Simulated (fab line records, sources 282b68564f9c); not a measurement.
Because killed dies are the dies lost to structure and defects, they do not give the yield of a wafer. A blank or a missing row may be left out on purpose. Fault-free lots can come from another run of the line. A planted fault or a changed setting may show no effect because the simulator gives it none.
fab line records	flow rit_cmos
record lots=14	wafers=42	last_day=7
route steps=202 shown SPACER@128 M1@202
lots that met no fault: taken from a fault-free run of the same line
start_h: start of the lot's first displayed wafer, in hours after the record's first day	wait_h: how many hours have passed since the lot's step before this one	" the same as in the row above	L1.1+2: a row that stands for several wafers	- no value, or no start given	* or withheld: withheld	< > ~ a bound
route shown NAME@n: a module of which the file shows steps, and the number in the route of the first	usual: mean and standard deviation over wafers with no fault	same: alike in all rows	chamber/n: place in a boat	sites: each site's reading	_std_site: their standard deviation	_edge_site: inner sites' mean taken away from outer sites' mean	radius_mm: how far each site lies from the wafer's centre	mask NAME#n: copy n	behind: tool/chamber where the wafer was last shaped	hold: cause of the lot's hold/its duration in hours/its outcome	device: which transistor (n, p or np) failed to switch	end of line: the route-end tests of the same wafers	where a step has no rows: the recipe by itself	killed: the dies lost at the first sort to structure and to defects; this is not the yield of the wafer	map: shows each die of a wafer: x if killed, . if not, _ if none is there
set.NAME: the setting as run; set.NAME@STEP: as run at that earlier step	model.NAME: the simulator's own value behind a step, which no gauge read
route steps across a sampled set of lots; one table per step, one row per wafer
services: when a tool's chamber went out of use (start_h, in hours from the record's first day, below 0 if earlier), for how many hours, and the reason
## steps
# step RIT_SPACER_CVD_03
# recipe material=Si3N4	target_thk_nm=250	temp_c=810	precursor=SiH2Cl2/NH3	time_s=3300	pressure_mtorr=300	sih2cl2_flow_sccm=60	nh3_flow_sccm=150
lot.wafer	tool	chamber	start_h	wait_h
L208.2+3+4	lpcvd-02	1	44.10	0.0
L209.1+2+5	lpcvd-02	1	49.48	0.0
L210.3+4+6	lpcvd-01	1	56.20	0.0
L212.1+3+4	lpcvd-01	1	63.87	0.0
L213.1+2+3	lpcvd-02	0	73.93	0.0
L214.2+3+6	lpcvd-01	0	75.08	0.0
L217.2+4+6	lpcvd-02	1	88.12	0.0
L218.1+3+5	lpcvd-02	1	94.46	0.0
L219.2+3+4	lpcvd-01	0	99.48	0.0
L220.1+4+6	lpcvd-01	0	105.47	0.2
L226.3+4+6	lpcvd-02	0	135.76	0.0
L227.1+2+6	lpcvd-02	0	140.76	1.4
L229.3+5+6	lpcvd-02	0	150.15	0.0
L231.1+3+4	lpcvd-02	1	161.97	0.0
# step RIT_SPACER_THK_MEAS_04
# recipe reads=Si3N4_of_SPACER_CVD_03
# usual SPACER_NITRIDE_THK=249.7/2.7
lot.wafer	tool	chamber	start_h	wait_h	SPACER_NITRIDE_THK[nm]
L208.2	film_metro-02	-	46.03	0.0	247.4
L208.3	"	-	"	"	247.2
L208.4	"	-	"	"	247.2
L209.1	film_metro-04	-	51.39	0.0	248.8
L209.2	"	-	"	"	250.1
L209.5	"	-	"	"	249.2
L210.3	film_metro-02	-	59.10	0.0	248.1
L210.4	"	-	"	"	246.8
L210.6	"	-	"	"	249.1
L212.1	film_metro-02	-	65.78	0.0	248.0
L212.3	"	-	"	"	250.2
L212.4	"	-	"	"	250.3
L213.1	film_metro-04	-	75.85	0.0	251.8
L213.2	"	-	"	"	249.0
L213.3	"	-	"	"	251.7
L214.2	film_metro-02	-	77.01	0.0	248.3
L214.3	"	-	"	"	245.7
L214.6	"	-	"	"	250.1
L217.2	film_metro-04	-	90.05	0.0	252.0
L217.4	"	-	"	"	252.6
L217.6	"	-	"	"	253.1
L218.1	film_metro-03	-	98.77	0.0	250.8
L218.3	"	-	"	"	251.2
L218.5	"	-	"	"	251.9
L219.2	film_metro-02	-	101.41	0.0	155.6
L219.3	"	-	"	"	155.8
L219.4	"	-	"	"	155.0
L220.1	film_metro-04	-	107.38	0.0	149.6
L220.4	"	-	"	"	152.2
L220.6	"	-	"	"	152.1
L226.3	film_metro-04	-	138.66	0.0	254.2
L226.4	"	-	"	"	255.4
L226.6	"	-	"	"	252.6
L227.1	film_metro-03	-	143.64	0.0	254.3
L227.2	"	-	"	"	253.9
L227.6	"	-	"	"	252.0
L229.3	film_metro-03	-	153.04	0.0	253.6
L229.5	"	-	"	"	252.1
L229.6	"	-	"	"	251.5
L231.1	film_metro-02	-	163.88	0.0	247.3
L231.3	"	-	"	"	247.9
L231.4	"	-	"	"	246.3
# step RIT_SPACER_ETCHBACK_05
# recipe target_depth_a=2500	SF6_flow_sccm=30	CHF3_flow_sccm=30	target=Si3N4	chemistry=SF6/CHF3	pressure_mtorr=40	rf_w=250	time_s=240	stop_on=SiO2
# usual drypump_motor_current_A=5.6/0.32	oes_product_au=0.848/0.015	throttle_valve_pct=10.22/0.19
lot.wafer	tool	chamber	start_h	wait_h	drypump_motor_current_A	oes_product_au	rf_hours_counter_h	throttle_valve_pct
L208.2	rie_diel-04	1	46.08	0.0	6.0	0.858	111	10.45
L208.3	"	3	"	"	5.6	0.833	7	10.11
L208.4	"	0	"	"	5.0	0.852	143	10.25
L209.1	rie_diel-03	0	51.45	0.1	5.9	0.859	33	10.10
L209.2	"	3	"	"	5.2	0.864	114	10.30
L209.5	"	1	"	"	6.0	0.845	-	10.00
L210.3	rie_diel-03	1	59.14	0.0	6.0	0.845	83	10.00
L210.4	"	3	"	"	5.2	0.852	114	10.29
L210.6	"	1	"	"	6.0	0.853	-	9.99
L212.1	rie_diel-02	3	65.84	0.1	5.8	0.818	91	10.61
L212.3	"	1	"	"	5.4	0.841	8	10.14
L212.4	"	2	"	"	5.6	0.828	5	10.18
L213.1	rie_diel-04	1	75.91	0.1	6.1	0.860	112	10.46
L213.2	"	2	"	"	6.0	0.852	131	10.39
L213.3	"	3	"	"	5.5	0.856	8	10.12
L214.2	rie_diel-03	2	77.06	0.0	5.3	0.853	112	10.05
L214.3	"	2	"	"	5.3	0.846	-	10.05
L214.6	"	0	"	"	5.8	0.864	-	10.09
L217.2	rie_diel-03	2	90.10	0.0	5.3	0.858	112	10.04
L217.4	"	1	"	"	6.0	0.855	84	10.01
L217.6	"	0	"	"	5.8	0.869	-	10.08
L218.1	rie_diel-03	3	98.83	0.1	5.3	0.869	115	10.29
L218.3	"	2	"	"	5.3	0.857	112	10.04
L218.5	"	3	"	"	5.2	0.865	-	10.29
L219.2	rie_diel-02	0	101.46	0.0	6.0	0.605	57	10.45
L219.3	"	1	"	"	5.3	0.611	9	10.05
L219.4	"	3	"	"	5.9	0.604	92	10.51
L220.1	rie_diel-03	1	107.44	0.1	6.0	0.607	84	9.91
L220.4	"	3	"	"	5.3	0.616	115	10.21
L220.6	"	1	"	"	6.0	0.611	-	9.93
L226.3	rie_diel-02	2	138.70	0.0	5.7	0.843	6	10.16
L226.4	"	1	"	"	5.3	0.860	9	10.14
L226.6	"	1	"	"	5.3	0.849	-	10.13
L227.1	rie_diel-03	2	143.70	0.1	5.3	0.863	113	10.06
L227.2	"	3	"	"	5.2	0.863	116	10.29
L227.6	"	3	"	"	5.2	0.869	-	10.30
L229.3	rie_diel-04	0	153.08	0.0	5.0	0.864	144	10.24
L229.5	"	1	"	"	6.1	0.863	-	10.45
L229.6	"	0	"	"	5.0	0.856	-	10.26
L231.1	rie_diel-02	2	163.94	0.1	5.6	0.829	6	10.15
L231.3	"	0	"	"	6.0	0.829	58	10.52
L231.4	"	3	"	"	5.9	0.803	93	10.59
# step RIT_M1_PROBE_99
# usual killed_at_contacts=0.1/0.31	killed_at_front_end=7/3.3	killed_dies=7/3.3	killed_open=3.4/2.2	killed_short=3.5/2
# same gross_dies=264	killed_at_M0_to_M3=0	killed_at_M4_up=0	killed_at_back_side=0	killed_at_other=0
lot.wafer	tool	chamber	start_h	wait_h	killed_at_contacts	killed_at_front_end	killed_dies	killed_open	killed_short
L229.3	prober-02	-	164.33	0.2	0	8	8	3	5
L229.5	prober-02	-	164.43	0.2	0	6	6	3	3
L229.6	prober-02	-	164.48	0.2	0	4	4	1	3
# killed by level:class
L229.3 REOX:geometric_particle:short=3 GATE:geometric_particle:open=1 GATE:geometric_particle:short=1 REOX:geometric_particle:open=1 SPACER:geometric_particle:short=1 SPACER:geometric_particle:open=1
L229.5 FOX1:geometric_particle:short=2 FOX2:geometric_particle:open=2 GATE:geometric_particle:short=1 REOX:geometric_particle:open=1
L229.6 SPACER:geometric_particle:short=3 REOX:geometric_particle:open=1
## services
tool	chamber	start_h	hours	kind
rie_diel-03	1	20.27	7.6	repair
rie_diel-02	2	21.25	3.2	repair
lpcvd-02	-	30.45	2.8	pm
rie_diel-03	2	50.43	5.5	repair
lpcvd-02	-	53.22	0.5	repair
rie_diel-04	-	59.02	0.9	repair
rie_diel-03	1	69.09	9.3	repair
rie_diel-03	3	69.48	14.2	repair
rie_diel-02	0	73.39	13.9	repair
rie_diel-04	0	93.81	9.9	repair
rie_diel-04	1	96.48	6.6	repair
rie_diel-04	-	107.45	0.5	repair
lpcvd-01	-	135.08	3.0	repair
rie_diel-03	0	142.34	7.7	repair
rie_diel-04	1	159.45	11.7	repair
## key
first_sign step=RIT_SPACER_THK_MEAS_04	reading=SPACER_NITRIDE_THK	direction=down	sigmas=36	usual=249.7	struck=153.4
effect step=RIT_SPACER_ETCHBACK_05	reading=oes_product_au	direction=down	sigmas=16	usual=0.848	struck=0.609
met_at RIT_SPACER_CVD_03
struck_lots L219,L220
tester_left_out L219,L220
onset_between 75.08 99.48
fault kind=process_parameter_drift	tool=lpcvd-01	chamber=-	onset_h=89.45	steps=RIT_SPACER_CVD_03	channel=target_thk_nm	offset=-95.718	shape=step	end_h=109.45	acts_in=these_recipes_only	stated=250
# tester_left_out: of these lots the tester's yield and bins aren't shown, on N5 and GAA mostly nor the transistor test; their killed dies are dies lost to structure and defects alone, not to doping, threshold or leakage, so they don't give the yield
